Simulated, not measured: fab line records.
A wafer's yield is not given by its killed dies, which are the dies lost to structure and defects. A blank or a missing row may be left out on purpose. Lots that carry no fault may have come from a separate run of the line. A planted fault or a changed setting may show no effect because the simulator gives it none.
A lot that was struck, set against a sound lot ; flow berkeley-cmos170 ; 15 out of 331 route steps
Sound: the wafers L230.1, L230.4, L230.5. Struck: wafers L238.1, L238.4. (L238.3 of the same lot was not struck and is left out.) The cause comes at the end.
Per side, at each step with rows, come the tool, then ch with its chambers, and then its first start. Under that, the readings that differ: sound wafers ; struck wafers ; difference of the means ; sigmas: that difference in standard deviations of wafers without a fault.
alike: same words and numbers on both sides, and readings whose means sit less than 2 such deviations apart. not compared: any withheld reading, any reading some wafer has no value for, any bound like >300 that may hide the same value, and any number with overlapping values for which the record gives no deviation.
Wherever a step has rows on one side only, a row that says differs or no value, or a row with sigmas, the two part there. When numbers do not overlap yet have no deviation, they are printed without sigmas and do not part them. A reading that every wafer of one side lacks parts them only if that side has two wafers or more.

first, 2 steps without rows for these wafers: UCB170_ACTIVE_ANNEAL_04 (time 900 s); UCB170_ACTIVE_CVD_05 (deposits Si3N4 from SiH2Cl2/NH3, target thk 220 nm, time 3300 s).
UCB170_ACTIVE_THK_MEAS_06:
  struck on film-metro-02, day 5 17:02; sound on film-metro-03, day 3 20:50
  alike: ACTIVE_NITRIDE_THK
then, 6 steps without rows for these wafers: UCB170_ACTIVE_HMDS_07 (prime time 60 s); UCB170_ACTIVE_COAT_08 (resist thk 900 nm); UCB170_ACTIVE_SOFTBAKE_09 (time 60 s); UCB170_ACTIVE_EXPOSE_10 (exposes mask ACTIVE, target cd 1200 nm); UCB170_ACTIVE_PEB_11; UCB170_ACTIVE_DEVELOP_12 (develop time 45 s).
UCB170_ACTIVE_CD_MEAS_13: target cd 1200 nm.
  struck on cd-sem-01, day 5 18:10; sound on cd-sem-02, day 3 22:52
  alike: cd-nm
UCB170_ACTIVE_OVL_MEAS_14:
  struck on overlay-02, day 5 18:17; sound on overlay-01, day 3 22:59
  alike: ACTIVE_OVL
UCB170_ACTIVE_ETCH_15: etches Si3N4 in CH3F/Ar/O2, stops on SiO2, target depth 242 nm, time 151 s.
  sound on rie-diel-02 ch 0,1,2, day 3 23:01; struck on rie-diel-01 ch 1,2, day 5 18:20
  alike: chamber-pressure-mTorr, drypump-motor-current-A, oes-product-au, throttle-valve-pct
  not compared: rf-hours-counter-h
UCB170_ACTIVE_STRIP_16: strips in O2.
  sound on plasma-asher-02 ch 1, day 3 23:07; struck on plasma-asher-01 ch 1, day 5 18:26
reading;sound;struck;difference;sigmas
oes-product-au (a.u.);0.718 0.721 0.715;0.740 0.727;+0.016;+3
strip-time-to-endpoint-s (s);18.07 18.03 18.07;17.68 17.62;-0.41;-4
  alike: chamber-pressure-mTorr, drypump-motor-current-A
  not compared: rf-hours-counter-h
UCB170_ACTIVE_CD_MEAS_90: target cd 1200 nm.
  struck on cd-sem-02, day 5 18:32; sound on cd-sem-01, day 3 23:16
  alike: cd-nm
after that, 1 step had no rows for these wafers: UCB170_M3_PROBE_99.

## WHERE THEY PART
At UCB170_ACTIVE_STRIP_16 and nowhere else, as far as this record goes. Later steps at which nothing parts them and some readings are alike: UCB170_ACTIVE_CD_MEAS_90.

WHY: whatever the simulator had introduced
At UCB170_ACTIVE_STRIP_16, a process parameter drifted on plasma-asher-01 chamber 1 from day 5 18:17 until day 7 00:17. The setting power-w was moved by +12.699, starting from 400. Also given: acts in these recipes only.
